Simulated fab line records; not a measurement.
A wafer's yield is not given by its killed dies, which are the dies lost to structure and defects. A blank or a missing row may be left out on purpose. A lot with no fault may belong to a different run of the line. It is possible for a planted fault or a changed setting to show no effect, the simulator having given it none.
What tool caused it? || flow rit_cmos || Sampling: 12 lots, 36 wafers, 2 of 202 route steps

WHAT EACH GAUGE READ, for each wafer
RIT_ACTIVE_CD_MEAS_11 targets a cd of 1400 nm. Usual: cd_nm at 1400.0 nm, with a standard deviation of 2.4.
{"lot": "L706", "measured": "day 1 15:07", "on": "cd_sem-01", "cd_nm (nm)": "1402.1 1403.8 1401.3", "flag": ""}
{"lot": "L707", "measured": "day 1 19:41", "on": "cd_sem-01", "cd_nm (nm)": "1400.7 1403.3 1401.5", "flag": ""}
{"lot": "L708", "measured": "day 2 01:38", "on": "cd_sem-01", "cd_nm (nm)": "1399.9 1401.0 1400.5", "flag": ""}
{"lot": "L709", "measured": "day 2 05:38", "on": "cd_sem-01", "cd_nm (nm)": "1396.6 1397.0 1397.1", "flag": ""}
{"lot": "L710", "measured": "day 2 10:26", "on": "cd_sem-02", "cd_nm (nm)": "1403.3 1402.3 1402.9", "flag": ""}
{"lot": "L711", "measured": "day 2 15:34", "on": "cd_sem-01", "cd_nm (nm)": "1399.7 1402.4 1399.0", "flag": ""}
{"lot": "L712", "measured": "day 2 20:26", "on": "cd_sem-01", "cd_nm (nm)": "1400.3 1401.1 1401.8", "flag": ""}
{"lot": "L713", "measured": "day 3 02:17", "on": "cd_sem-02", "cd_nm (nm)": "1398.7 1395.8 1397.5", "flag": ""}
{"lot": "L714", "measured": "day 3 06:34", "on": "cd_sem-01", "cd_nm (nm)": "1398.4 1400.0 1400.3", "flag": ""}
{"lot": "L722", "measured": "day 4 22:35", "on": "cd_sem-02", "cd_nm (nm)": "1390.9 1390.9 1392.2", "flag": "OFF"}
{"lot": "L724", "measured": "day 5 08:32", "on": "cd_sem-01", "cd_nm (nm)": "1387.6 1387.3 1390.0", "flag": "OFF"}
{"lot": "L728", "measured": "day 6 04:34", "on": "cd_sem-02", "cd_nm (nm)": "1393.0 1394.0 1395.0", "flag": ""}

EACH LOT AND THE TOOL THAT RAN IT (in order: tool; ch and the chambers of the sampled wafers; start)
{"lot": "L706", "RIT_ACTIVE_COAT_06": "litho_track-03 ch 0, day 1 14:12"}
{"lot": "L707", "RIT_ACTIVE_COAT_06": "litho_track-02 ch 0, day 1 18:52"}
{"lot": "L708", "RIT_ACTIVE_COAT_06": "litho_track-01 ch 0, day 2 00:56"}
{"lot": "L709", "RIT_ACTIVE_COAT_06": "litho_track-02 ch 0, day 2 04:49"}
{"lot": "L710", "RIT_ACTIVE_COAT_06": "litho_track-03 ch 0, day 2 09:44"}
{"lot": "L711", "RIT_ACTIVE_COAT_06": "litho_track-01 ch 0, day 2 14:44"}
{"lot": "L712", "RIT_ACTIVE_COAT_06": "litho_track-02 ch 0, day 2 19:44"}
{"lot": "L713", "RIT_ACTIVE_COAT_06": "litho_track-01 ch 0, day 3 01:27"}
{"lot": "L714", "RIT_ACTIVE_COAT_06": "litho_track-02 ch 0, day 3 05:44"}
{"lot": "L722", "RIT_ACTIVE_COAT_06": "litho_track-03 ch 0, day 4 21:46"}
{"lot": "L724", "RIT_ACTIVE_COAT_06": "litho_track-03 ch 0, day 5 07:46"}
{"lot": "L728", "RIT_ACTIVE_COAT_06": "litho_track-02 ch 0, day 6 03:44"}
- RIT_ACTIVE_COAT_06: resist thk 1000 nm.

WHAT THE TOOLS THEMSELVES READ (means of the sampled wafers that have a number; where no wafer has one, the mark that the record gives instead)
RIT_ACTIVE_COAT_06. Usual: dispense_pressure_kPa 50.2 kPa, standard deviation 1.6; spin_speed_rpm 3249.7 rpm, standard deviation 2.1.
{"lot": "L706", "tool": "litho_track-03", "dispense_pressure_kPa (kPa)": 48.7, "spin_speed_rpm (rpm)": 3249.1, "flag": ""}
{"lot": "L707", "tool": "litho_track-02", "dispense_pressure_kPa (kPa)": 52.7, "spin_speed_rpm (rpm)": 3249.4, "flag": ""}
{"lot": "L708", "tool": "litho_track-01", "dispense_pressure_kPa (kPa)": 50.9, "spin_speed_rpm (rpm)": 3247.3, "flag": ""}
{"lot": "L709", "tool": "litho_track-02", "dispense_pressure_kPa (kPa)": 52.7, "spin_speed_rpm (rpm)": 3247.9, "flag": ""}
{"lot": "L710", "tool": "litho_track-03", "dispense_pressure_kPa (kPa)": 48.7, "spin_speed_rpm (rpm)": 3252.3, "flag": ""}
{"lot": "L711", "tool": "litho_track-01", "dispense_pressure_kPa (kPa)": 50.9, "spin_speed_rpm (rpm)": 3249.8, "flag": ""}
{"lot": "L712", "tool": "litho_track-02", "dispense_pressure_kPa (kPa)": 52.7, "spin_speed_rpm (rpm)": 3248.6, "flag": ""}
{"lot": "L713", "tool": "litho_track-01", "dispense_pressure_kPa (kPa)": 51.0, "spin_speed_rpm (rpm)": 3249.3, "flag": ""}
{"lot": "L714", "tool": "litho_track-02", "dispense_pressure_kPa (kPa)": 52.7, "spin_speed_rpm (rpm)": 3250.3, "flag": ""}
{"lot": "L722", "tool": "litho_track-03", "dispense_pressure_kPa (kPa)": 48.7, "spin_speed_rpm (rpm)": 3978.4, "flag": "OFF"}
{"lot": "L724", "tool": "litho_track-03", "dispense_pressure_kPa (kPa)": 48.7, "spin_speed_rpm (rpm)": 3974.1, "flag": "OFF"}
{"lot": "L728", "tool": "litho_track-02", "dispense_pressure_kPa (kPa)": 52.7, "spin_speed_rpm (rpm)": 3250.4, "flag": ""}

THE ANSWER, worked out from the rows above alone
Rule: take the mean of a lot's wafers that have a number; if it is more than 3 standard deviations from the usual mean, the lot is off. Also off: a lot with no number at a reading for which 4 or more lots have one. The other lots that the step has rows for count as sound. First the gauges in route order, then the tools' own readings, where a lot's mean is used as printed above. At the first step where some lot is off, the reading lying furthest off is the one used; lots without a number count as furthest.
Off, at RIT_ACTIVE_CD_MEAS_11 on cd_nm: L722, L724.
If a tool, at a process step before that reading, ran all the lots that are off and no sound lot after the first of them, it fits. The gauges at RIT_ACTIVE_CD_MEAS_11 aren't tried: what is off there is off at RIT_ACTIVE_COAT_06 too, on other tools, and a gauge's error can't cause that. One candidate fits, namely litho_track-03 at RIT_ACTIVE_COAT_06. A fault onset in the window from L710 (day 2 09:44, its last sound lot) to L722 (day 4 21:46, its first lot off) fits.
On the lots that are off, the tool's own readings at RIT_ACTIVE_COAT_06 differ by more than 5 times the standard deviation of the sound lots' means, which bears it out; spin_speed_rpm reads 3976.2 rpm there versus 3249.4 rpm on the sound lots.

WHAT THE SIMULATOR PUT IN
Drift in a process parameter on litho_track-03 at RIT_ACTIVE_COAT_06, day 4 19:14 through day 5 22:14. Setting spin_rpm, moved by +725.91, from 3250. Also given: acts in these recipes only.
Shown lots that were struck: L722, L724. The rule above reached the same finding.
